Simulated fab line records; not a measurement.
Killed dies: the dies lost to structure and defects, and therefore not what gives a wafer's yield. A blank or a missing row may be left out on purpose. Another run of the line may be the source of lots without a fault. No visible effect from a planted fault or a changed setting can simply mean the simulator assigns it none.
Which tool was responsible?	flow berkeleyCmos170	16 lots with 48 wafers sampled at 7 steps, on a route of 331 steps

== WHAT THE GAUGES SHOWED, per wafer ==
UCB170_NLDD_OVL_MEAS_07. Usual: for NLDD_OVL the level is 2 nm and the standard deviation is 4.9.
lot	measured	on	NLDD_OVL (nm)	flag
L625	day 7 08:50	overlay-02	5 5 6	
L624	day 7 09:17	overlay-01	-2 1 2	
L628	day 8 00:24	overlay-02	7 5 2	
L627	day 8 01:43	overlay-01	-2 -2 7	
L629	day 8 02:04	overlay-02	3 2 -4	
L626	day 8 02:18	overlay-01	9 9 7	
L632	day 9 02:22	overlay-02	-4 -4 -1	
L633	day 9 02:36	overlay-01	-2 0 -1	
L631	day 9 03:05	overlay-02	4 -4 3	
L630	day 9 03:22	overlay-01	8 6 4	
L634	day 9 04:15	overlay-01	-3 -3 -3	
L636	day 9 07:34	overlay-01	0 2 3	
L637	day 9 23:54	overlay-01	7 8 6	
L638	day 10 08:11	overlay-02	-1 1 3	
L640	day 10 15:01	overlay-01	-3 -3 -2	
L639	day 10 15:11	overlay-02	7 8 6	

UCB170_PSD_CD_MEAS_06: the cd target is 1200 nm. Usual: cdNm at 1199.9 nm, with a standard deviation of 1.4.
lot	measured	on	cdNm (nm)	flag
L625	day 7 16:53	cdSem-01	1196.2 1196.9 1197.7	
L624	day 7 16:58	cdSem-02	1201.2 1200.3 1200.5	
L628	day 8 07:11	cdSem-02	1201.9 1201.1 1202.0	
L627	day 8 07:26	cdSem-02	1200.5 1199.8 1200.1	
L629	day 8 07:20	cdSem-02	1201.7 1201.6 1198.8	
L626	day 8 07:37	cdSem-02	1201.5 1202.1 1201.1	
L632	day 9 09:39	cdSem-01	1198.0 1198.3 1197.4	
L633	day 9 10:10	cdSem-01	1198.9 1199.8 1199.2	
L631	day 9 09:55	cdSem-02	1200.1 1198.9 1198.6	
L630	day 9 10:44	cdSem-01	1199.8 1199.2 1198.7	
L634	day 9 10:11	cdSem-02	1202.3 1201.1 1201.2	
L636	day 9 16:00	cdSem-01	1199.9 1198.6 1199.3	
L637	day 10 09:12	cdSem-01	1199.3 1198.6 1198.1	
L638	day 10 16:50	cdSem-01	1200.7 1202.4 1199.8	
L640	day 10 22:42	cdSem-01	1200.2 1200.0 1201.5	
L639	day 10 22:35	cdSem-02	1200.0 1199.7 1201.1	

UCB170_PSD_TW_MEAS_10. Usual: for PSD_TW the level is 2311 and the standard deviation is 20.
lot	measured	on	PSD_TW	flag
L625	day 7 17:17	filmMetro-03	2342 2342 2327	
L624	day 7 17:25	filmMetro-04	2283 2275 2284	
L628	day 8 07:35	filmMetro-01	2312 2308 2318	
L627	day 8 07:50	filmMetro-04	2288 2283 2277	
L629	day 8 07:43	filmMetro-01	2321 2296 2306	
L626	day 8 08:01	filmMetro-01	2314 2307 2314	
L632	day 9 10:02	filmMetro-04	2288 2301 2296	
L633	day 9 10:34	filmMetro-04	2300 2290 2292	
L631	day 9 10:19	filmMetro-01	2308 2309 2319	
L630	day 9 11:08	filmMetro-04	2290 2289 2302	
L634	day 9 10:35	filmMetro-01	2321 2335 2313	
L636	day 9 16:25	filmMetro-04	2300 2306 2290	
L637	day 10 09:35	filmMetro-04	3448 3439 3457	OFF
L638	day 10 17:15	filmMetro-03	3512 3507 3521	OFF
L640	day 10 23:05	filmMetro-01	3492 3487 3504	OFF
L639	day 10 23:00	filmMetro-04	3431 3450 3446	OFF

UCB170_SDANNEAL_RS_MEAS_02: measures by four-point-probe. Usual: for PSD_RS the level is 75.63 ohm/sq and the standard deviation is 0.3.
lot	measured	on	PSD_RS (ohm/sq)	flag
L625	day 7 23:49	filmMetro-03	75.59 75.37 75.30	
L624	day 8 00:14	filmMetro-04	75.73 75.57 75.44	
L628	day 8 11:15	filmMetro-03	75.77 75.49 75.49	
L627	day 8 11:44	filmMetro-03	75.63 76.07 75.76	
L629	day 8 11:31	filmMetro-01	75.48 75.57 75.54	
L626	day 8 11:38	filmMetro-04	75.24 75.28 75.39	
L632	day 9 13:12	filmMetro-04	75.57 75.42 75.64	
L633	day 9 13:42	filmMetro-01	76.41 76.20 75.98	
L631	day 9 13:43	filmMetro-03	75.85 76.07 76.25	
L630	day 9 14:16	filmMetro-01	75.45 75.13 75.22	
L634	day 9 13:54	filmMetro-04	75.43 75.41 75.53	
L636	day 9 19:13	filmMetro-04	75.24 75.07 75.48	
L637	day 10 15:08	filmMetro-04	34.86 34.84 34.72	OFF
L638	day 10 20:04	filmMetro-01	35.01 34.97 35.02	OFF
L640	day 11 02:25	filmMetro-04	34.98 35.10 34.94	OFF
L639	day 11 02:17	filmMetro-01	34.98 35.02 35.03	OFF

== EACH LOT AND THE TOOL THAT RAN IT (in order: tool; ch and the chambers of the sampled wafers; start) ==
lot	UCB170_GATE_STRIP_16	UCB170_PSD_IMPLANT_08	UCB170_PSD_STRIP_09
L625	plasmaAsher-01 ch 0,1, day 7 05:35	implanter-03 ch 0, day 7 17:04	plasmaAsher-02 ch 0,1, day 7 17:11
L624	plasmaAsher-02 ch 0,1, day 7 05:59	implanter-03 ch 0, day 7 17:10	plasmaAsher-03 ch 0,1, day 7 17:19
L628	plasmaAsher-02 ch 0,1, day 7 18:49	implanter-03 ch 0, day 8 07:20	plasmaAsher-03 ch 0,1, day 8 07:29
L627	plasmaAsher-03 ch 0,1, day 7 18:56	implanter-01 ch 0, day 8 07:35	plasmaAsher-04 ch 0,1, day 8 07:44
L629	plasmaAsher-01 ch 0, day 7 19:11	implanter-04 ch 0, day 8 07:29	plasmaAsher-02 ch 1, day 8 07:37
L626	plasmaAsher-03 ch 0,1, day 7 19:32	implanter-03 ch 0, day 8 07:46	plasmaAsher-03 ch 0,1, day 8 07:55
L632	plasmaAsher-03 ch 0,1, day 8 20:10	implanter-01 ch 0, day 9 09:49	plasmaAsher-03 ch 0,1, day 9 09:56
L633	plasmaAsher-01 ch 0,1, day 8 20:35	implanter-04 ch 0, day 9 10:19	plasmaAsher-04 ch 0,1, day 9 10:28
L631	plasmaAsher-02 ch 0,1, day 8 20:42	implanter-03 ch 0, day 9 10:05	plasmaAsher-02 ch 0, day 9 10:13
L630	plasmaAsher-01 ch 0,1, day 8 20:53	implanter-04 ch 0, day 9 10:54	plasmaAsher-03 ch 0,1, day 9 11:01
L634	plasmaAsher-02 ch 0,1, day 8 21:01	implanter-01 ch 0, day 9 10:20	plasmaAsher-03 ch 0,1, day 9 10:29
L636	plasmaAsher-03 ch 0,1, day 9 04:28	implanter-01 ch 0, day 9 16:10	plasmaAsher-02 ch 0,1, day 9 16:19
L637	plasmaAsher-02 ch 0,1, day 9 20:22	implanter-03 ch 0, day 10 09:22	plasmaAsher-04 ch 0,1, day 10 09:29
L638	plasmaAsher-02 ch 0,1, day 10 04:18	implanter-03 ch 0, day 10 17:00	plasmaAsher-04 ch 0,1, day 10 17:09
L640	plasmaAsher-02 ch 0,1, day 10 10:51	implanter-03 ch 0, day 10 22:52	plasmaAsher-03 ch 0,1, day 10 22:59
L639	plasmaAsher-03 ch 0,1, day 10 11:05	implanter-04 ch 0, day 10 22:45	plasmaAsher-02 ch 0,1, day 10 22:54
- UCB170_GATE_STRIP_16: strips in O2.
- UCB170_PSD_IMPLANT_08
- UCB170_PSD_STRIP_09: strips in O2.

== WHAT THE TOOLS THEMSELVES READ (means of the sampled wafers that have a number; where no wafer has one, the mark that the record gives instead) ==
UCB170_GATE_STRIP_16. Usual: drypumpMotorCurrentA 5.6 A, standard deviation 0.55; oesProductAu 0.724 a.u., standard deviation 0.0045.
lot	tool	drypumpMotorCurrentA (A)	oesProductAu (a.u.)	flag
L625	plasmaAsher-01	6.3	0.727	
L624	plasmaAsher-02	5.3	0.726	
L628	plasmaAsher-02	5.0	0.726	
L627	plasmaAsher-03	5.6	0.726	
L629	plasmaAsher-01	6.5	0.723	
L626	plasmaAsher-03	5.4	0.723	
L632	plasmaAsher-03	5.4	0.727	
L633	plasmaAsher-01	6.2	0.722	
L631	plasmaAsher-02	5.1	0.727	
L630	plasmaAsher-01	6.2	0.723	
L634	plasmaAsher-02	5.0	0.721	
L636	plasmaAsher-03	5.6	0.726	
L637	plasmaAsher-02	5.3	0.722	
L638	plasmaAsher-02	5.1	0.724	
L640	plasmaAsher-02	5.0	0.723	
L639	plasmaAsher-03	5.3	0.721	

UCB170_PSD_IMPLANT_08. Usual: beamEnergyKeV at 20.001, with a standard deviation of 0.0068.
lot	tool	beamEnergyKeV	flag
L625	implanter-03	20.009	
L624	implanter-03	19.990	
L628	implanter-03	20.011	
L627	implanter-01	20.003	
L629	implanter-04	19.994	
L626	implanter-03	20.007	
L632	implanter-01	19.997	
L633	implanter-04	20.001	
L631	implanter-03	20.007	
L630	implanter-04	19.997	
L634	implanter-01	19.998	
L636	implanter-01	19.999	
L637	implanter-03	20.006	
L638	implanter-03	19.994	
L640	implanter-03	19.997	
L639	implanter-04	20.010	

UCB170_PSD_STRIP_09. Usual: drypumpMotorCurrentA 5.5 A, standard deviation 0.46; oesProductAu 0.600 a.u., standard deviation 0.0042; stripTimeToEndpointS 29.38 s, standard deviation 0.068.
lot	tool	drypumpMotorCurrentA (A)	oesProductAu (a.u.)	stripTimeToEndpointS (s)	flag
L625	plasmaAsher-02	5.3	0.599	29.48	
L624	plasmaAsher-03	5.3	0.602	29.38	
L628	plasmaAsher-03	5.6	0.598	29.42	
L627	plasmaAsher-04	6.0	0.595	29.29	
L629	plasmaAsher-02	4.7	0.598	29.41	
L626	plasmaAsher-03	5.6	0.598	29.37	
L632	plasmaAsher-03	5.3	0.599	29.38	
L633	plasmaAsher-04	5.8	0.596	29.45	
L631	plasmaAsher-02	5.6	0.604	29.33	
L630	plasmaAsher-03	5.3	0.599	29.40	
L634	plasmaAsher-03	5.3	0.598	29.32	
L636	plasmaAsher-02	5.2	0.601	29.38	
L637	plasmaAsher-04	5.8	0.610	28.75	OFF
L638	plasmaAsher-04	5.9	0.609	28.59	OFF
L640	plasmaAsher-03	5.3	0.613	28.65	OFF
L639	plasmaAsher-02	5.0	0.614	28.69	OFF

== THE ANSWER, worked out from the rows above alone ==
Rule: lot off if the mean of its wafers having a number is beyond 3 standard deviations from the usual mean. Also off: a lot with no number at a reading for which 4 or more lots have one. Any other lot the step has rows for is counted as sound. Order of review: gauges by route order, followed by the tools' own readings, for which a lot's mean as printed above is used. At the first step where some lot is off, the reading lying furthest off is the one used; lots without a number count as furthest.
Off: at UCB170_PSD_TW_MEAS_10 (PSD_TW), L637, L638, L640, L639.
A tool fits if, at a process step before that reading, it ran every lot that is off, and no sound lot after the first of them. Not tried: the gauges at UCB170_PSD_TW_MEAS_10; whatever is off there is also off at UCB170_PSD_STRIP_09, on other tools, and gauge error can't account for it. No candidate that was tried fits.

== WHAT THE SIMULATOR PUT IN ==
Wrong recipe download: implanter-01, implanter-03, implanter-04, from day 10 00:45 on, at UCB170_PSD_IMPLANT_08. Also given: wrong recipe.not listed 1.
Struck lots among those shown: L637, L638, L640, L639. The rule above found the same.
